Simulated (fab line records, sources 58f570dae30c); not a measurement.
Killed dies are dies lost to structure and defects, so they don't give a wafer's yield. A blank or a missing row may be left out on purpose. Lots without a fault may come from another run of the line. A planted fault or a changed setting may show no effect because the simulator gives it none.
fab line records | flow berkeley_cmos170
record lots=14 wafers=42 last_day=12
route steps=331 shown ZERO@12 NWELL@26 PWELL@51 PFIELD@80
lots that met no fault: from a run of the same line without faults
start_h: hours from the record's first day to the start of the lot's first wafer shown | wait_h: hours since the lot's step before | " the same as in the row above | L1.1+2: a row that stands for several wafers | - no value, or no start given | * or withheld: withheld | < > ~ a bound
route shown NAME@n: a module of which the file shows steps, and the number in the route of the first | usual: mean/standard deviation of fault-free wafers | same: alike in all rows | chamber/n: place in a boat | sites: the reading at each site | _std_site: their standard deviation | _edge_site: outer sites' mean less inner sites' | radius_mm: how far each site lies from the wafer's centre | mask NAME#n: copy n | behind: the tool/chamber that last shaped the wafer | hold: why the lot was held/for how many hours/how that ended | device: the transistor (n, p or np) that didn't switch | end of line: the same wafers' tests at the end of the route | a step without rows: its recipe alone | killed: dies lost to structure and defects at the first sort, not the wafer's yield | map: a wafer's dies, x killed, . not, _ none there
set.NAME: the setting as run; set.NAME@STEP: as run at that earlier step | model.NAME: the simulator's own value behind a step, which no gauge read
steps of the route over a sample of lots; a table a step, a row a wafer
services: from which hour (start_h, from the record's first day; less than 0 if before it) a tool's chamber was out of use, for how many hours, and why
## steps
# step UCB170_ZERO_ETCH_06
# recipe chemistry=CHF3/CF4/Ar target=SiO2 time_s=12 pressure_mtorr=100 rf_w=500 CHF3_flow_sccm=50 cf4_flow_sccm=10 Ar_flow_sccm=120 over_etch_frac=1.58
# usual drypump_motor_current_A=5.6/0.38 oes_product_au=0.617/0.01 throttle_valve_pct=9.23/0.12
# columns lot.wafer tool chamber start_h wait_h drypump_motor_current_A oes_product_au rf_hours_counter_h throttle_valve_pct
L152.2 rie_diel-03 2 29.87 - 6.0 0.616 30 9.07
L152.4 " 1 " " 5.0 0.616 70 9.33
L152.6 " 2 " " 6.0 0.629 - 9.07
L153.2 rie_diel-04 1 33.50 - 5.9 0.600 118 9.33
L153.5 " 3 " " 5.3 0.613 - 9.44
L153.6 " 2 " " 5.6 0.615 - 9.18
L155.3 rie_diel-03 2 43.15 - 6.0 0.610 30 9.07
L155.4 " 1 " " 5.0 0.626 71 9.31
L155.5 " 2 " " 6.0 0.612 - 9.08
L161.1 rie_diel-03 1 75.35 - 5.0 0.620 72 9.33
L161.3 " 0 " " 5.8 0.636 77 9.20
L161.6 " 2 " " 6.0 0.620 - 9.07
L162.1 rie_diel-03 2 78.66 - 6.0 0.612 31 9.07
L162.3 " 1 " " 5.0 0.619 72 9.33
L162.5 " 3 " " 5.7 0.631 - 9.10
L163.1 rie_diel-02 0 88.82 - 5.1 0.597 77 9.41
L163.3 " 1 " " 5.6 0.618 17 9.36
L163.6 " 0 " " 5.1 0.599 - 9.40
L164.2 rie_diel-03 1 88.93 - 5.0 0.611 72 9.33
L164.5 " 2 " " 6.0 0.617 - 9.08
L164.6 " 3 " " 5.6 0.622 - 9.09
L165.1 rie_diel-03 0 98.79 - 5.8 0.624 77 9.19
L165.3 " 3 " " 5.7 0.627 35 9.09
L165.6 " 1 " " 5.0 0.630 - 9.31
L166.1 rie_diel-04 3 101.92 - 5.3 0.611 99 9.44
L166.2 " 0 " " 6.3 0.603 53 9.24
L166.6 " 1 " " 5.9 0.610 - 9.33
L167.3 rie_diel-04 1 105.43 - 5.9 0.601 121 9.33
L167.4 " 3 " " 5.3 0.606 99 9.44
L167.5 " 2 " " 5.7 0.605 - 9.17
L168.1 rie_diel-04 3 109.36 - 5.2 0.615 99 9.43
L168.5 " 3 " " 5.3 0.611 - 9.43
L168.6 " 2 " " 5.7 0.610 - 9.17
L169.3 rie_diel-02 1 114.99 - 5.6 0.607 19 9.36
L169.5 " 3 " " 5.3 0.627 - 9.16
L169.6 " 0 " " 5.1 0.593 - 9.41
L171.2 rie_diel-04 2 124.27 - 5.7 0.621 108 9.16
L171.4 " 3 " " 5.3 0.612 100 9.43
L171.5 " 2 " " 5.6 0.620 - 9.16
L172.1 rie_diel-03 3 131.66 - 5.7 0.622 36 9.06
L172.2 " 0 " " 5.8 0.623 79 9.20
L172.4 " 1 " " 5.0 0.621 74 9.31
# step UCB170_NWELL_OVL_MEAS_12
# usual NWELL_OVL=-2/5.2
# columns lot.wafer tool chamber start_h wait_h NWELL_OVL[nm]
L152.2 overlay-01 - 40.84 - -9
L152.4 " - " " -8
L152.6 " - " " -6
L153.2 overlay-01 - 43.86 - -2
L153.5 " - " " -6
L153.6 " - " " -5
L155.3 overlay-02 - 54.72 - -2
L155.4 " - " " -3
L155.5 " - " " -10
L161.1 overlay-02 - 90.51 - 1
L161.3 " - " " 5
L161.6 " - " " 2
L162.1 overlay-02 - 90.78 - 3
L162.3 " - " " 1
L162.5 " - " " 3
L164.2 overlay-02 - 102.08 - -12
L164.5 " - " " -14
L164.6 " - " " -7
L163.1 overlay-01 - 102.35 - -2
L163.3 " - " " -2
L163.6 " - " " -2
L165.1 overlay-01 - 109.33 - -7
L165.3 " - " " -11
L165.6 " - " " 0
L166.1 overlay-02 - 116.04 - 7
L166.2 " - " " 2
L166.6 " - " " 2
L167.3 overlay-01 - 118.05 - -2
L167.4 " - " " 7
L167.5 " - " " 3
L168.1 overlay-02 - 121.33 - 0
L168.5 " - " " -5
L168.6 " - " " -10
L169.3 overlay-02 - 128.74 - -5
L169.5 " - " " -2
L169.6 " - " " 0
L171.2 overlay-02 - 136.87 - 5
L171.4 " - " " -3
L171.5 " - " " 6
L172.1 overlay-01 - 145.45 - 2
L172.2 " - " " 6
L172.4 " - " " 6
# step UCB170_PWELL_TW_MEAS_17
# usual PWELL_TW=379.7/2.6
# columns lot.wafer tool chamber start_h wait_h PWELL_TW
L152.2 film_metro-04 - 58.49 0.1 379.7
L152.4 " - " " 379.8
L152.6 " - " " 379.6
L153.2 film_metro-03 - 58.62 0.1 381.1
L153.5 " - " " 380.5
L153.6 " - " " 383.5
L155.3 film_metro-03 - 74.31 0.1 376.0
L155.4 " - " " 377.9
L155.5 " - " " 376.5
L162.1 film_metro-01 - 111.64 0.1 381.6
L162.3 " - " " 380.6
L162.5 " - " " 382.5
L161.1 film_metro-03 - 111.80 0.1 376.8
L161.3 " - " " 378.7
L161.6 " - " " 376.5
L163.1 film_metro-04 - 120.97 0.1 380.2
L163.3 " - " " 377.7
L163.6 " - " " 381.6
L164.2 film_metro-03 - 125.85 0.1 376.9
L164.5 " - " " 377.2
L164.6 " - " " 376.0
L165.1 film_metro-03 - 128.08 0.1 377.4
L165.3 " - " " 378.3
L165.6 " - " " 380.0
L166.1 film_metro-03 - 135.62 0.1 375.1
L166.2 " - " " 376.4
L166.6 " - " " 376.8
L167.3 film_metro-04 - 135.77 0.1 378.6
L167.4 " - " " 379.9
L167.5 " - " " 379.2
L168.1 film_metro-01 - 138.05 0.1 385.1
L168.5 " - " " 382.0
L168.6 " - " " 384.4
L169.3 film_metro-04 - 150.52 0.1 376.9
L169.5 " - " " 376.5
L169.6 " - " " 377.9
L171.2 film_metro-03 - 155.14 0.1 377.2
L171.4 " - " " 377.6
L171.5 " - " " 378.7
L172.1 film_metro-01 - 163.74 0.1 381.3
L172.2 " - " " 381.5
L172.4 " - " " 382.0
# step UCB170_PFIELD_COAT_01
# recipe resist=KrF spin_rpm=1500 resist_thk_nm=900
# usual chill_plate_temp_C=23.01/0.099 dispense_pressure_kPa=51/3.1
# columns lot.wafer tool chamber start_h wait_h chill_plate_temp_C dispense_pressure_kPa
L153.2 litho_track-01 0 87.82 0.1 23.17 46
L153.5 " 0 " " 23.18 46
L153.6 " 0 " " 23.00 46
L152.2 litho_track-01 0 88.27 0.1 23.03 46
L152.4 " 0 " " 23.06 46
L152.6 " 0 " " 23.13 46
L155.3 litho_track-01 0 101.73 0.1 23.15 46
L155.4 " 0 " " 23.12 46
L155.5 " 0 " " 22.95 46
L161.1 litho_track-01 - 141.97 0.1 - -
L161.3 " - " " - -
L161.6 " - " " - -
L162.1 litho_track-04 - 142.33 0.1 - -
L162.3 " - " " - -
L162.5 " - " " - -
L163.1 litho_track-01 0 150.92 0.1 23.02 46
L163.3 " 0 " " 23.01 46
L163.6 " 0 " " 23.08 46
L165.1 litho_track-01 0 155.49 0.1 23.14 46
L165.3 " 0 " " 23.13 46
L165.6 " 0 " " 23.12 46
L164.2 litho_track-04 0 155.52 0.1 22.85 53
L164.5 " 0 " " 22.90 53
L164.6 " 0 " " 22.89 53
L166.1 litho_track-04 0 165.66 0.1 23.07 53
L166.2 " 0 " " 23.09 53
L166.6 " 0 " " 23.09 53
L167.3 litho_track-02 0 165.71 0.1 22.99 53
L167.4 " 0 " " 22.81 53
L167.5 " 0 " " 22.86 53
L168.1 litho_track-04 0 168.95 0.1 22.97 53
L168.5 " 0 " " 22.95 53
L168.6 " 0 " " 23.12 53
L169.3 litho_track-02 0 182.90 0.1 22.90 53
L169.5 " 0 " " 22.98 53
L169.6 " 0 " " 22.97 53
L171.2 litho_track-01 0 190.04 0.1 23.17 46
L171.4 " 0 " " 23.05 46
L171.5 " 0 " " 23.11 46
L172.1 litho_track-02 0 198.52 0.1 22.82 53
L172.2 " 0 " " 22.91 53
L172.4 " 0 " " 22.93 53
# step UCB170_PFIELD_OVL_MEAS_06
# usual PFIELD_OVL=0/4.9
# columns lot.wafer tool chamber start_h wait_h PFIELD_OVL[nm]
L153.2 overlay-01 - 89.10 - 3
L153.5 " - " " 1
L153.6 " - " " 7
L152.2 overlay-02 - 89.49 - -2
L152.4 " - " " -2
L152.6 " - " " 0
L155.3 overlay-02 - 102.46 - 2
L155.4 " - " " 2
L155.5 " - " " -3
L161.1 overlay-01 - 142.66 - -
L161.3 " - " " -
L161.6 " - " " -
L162.1 overlay-02 - 143.15 - -
L162.3 " - " " -
L162.5 " - " " -
L163.1 overlay-02 - 152.12 - 5
L163.3 " - " " -5
L163.6 " - " " -3
L164.2 overlay-02 - 156.19 - -5
L164.5 " - " " 6
L164.6 " - " " -2
L165.1 overlay-01 - 156.46 - 5
L165.3 " - " " -2
L165.6 " - " " 2
L166.1 overlay-01 - 166.77 - -2
L166.2 " - " " -1
L166.6 " - " " -3
L167.3 overlay-01 - 166.82 - -2
L167.4 " - " " 8
L167.5 " - " " -3
L168.1 overlay-01 - 169.64 - -9
L168.5 " - " " -3
L168.6 " - " " -2
L169.3 overlay-02 - 183.67 - 4
L169.5 " - " " -2
L169.6 " - " " -2
L171.2 overlay-02 - 190.84 - 2
L171.4 " - " " 2
L171.5 " - " " 5
L172.1 overlay-01 - 199.34 - 4
L172.2 " - " " -10
L172.4 " - " " -6
## services
# columns tool chamber start_h hours kind
rie_diel-03 2 11.11 3.4 repair
rie_diel-02 2 29.44 6.2 repair
rie_diel-04 3 35.99 12.3 repair
rie_diel-02 2 41.20 34.4 repair
rie_diel-02 - 48.78 1.0 repair
rie_diel-04 2 50.84 7.3 repair
rie_diel-04 3 81.72 6.4 repair
rie_diel-04 1 154.22 3.6 repair
rie_diel-02 3 170.53 3.1 repair
rie_diel-02 3 173.66 - clean
rie_diel-02 3 173.66 17.2 scheduled_down
rie_diel-02 3 173.66 17.2 vent_cycle
## key
first_sign step=UCB170_PFIELD_COAT_01 reading=tool_record direction=missing
effect step=UCB170_PFIELD_OVL_MEAS_06 reading=PFIELD_OVL direction=missing
met_at UCB170_PFIELD_COAT_01
struck_lots L161,L162
sort_left_out L161.1,L161.3,L161.6,L162.1,L162.3,L162.5
tester_left_out L161,L162
not_acting_at UCB170_ZERO_ETCH_06,UCB170_NWELL_OVL_MEAS_12,UCB170_PWELL_TW_MEAS_17
onset_between 101.73 141.97
fault kind=skipped_step_whole tool=litho_track-01,litho_track-04 chamber=- onset_h=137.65 steps=UCB170_PFIELD_COAT_01 scope=struck_lots_only
# tester_left_out: of these lots the tester's yield and bins aren't shown, on N5 and GAA mostly nor the transistor test; their killed dies are dies lost to structure and defects alone, not to doping, threshold or leakage, so they don't give the yield
# sort_left_out: the simulated sort isn't trusted on such a fault, so these wafers' sort isn't shown, and their yield isn't known
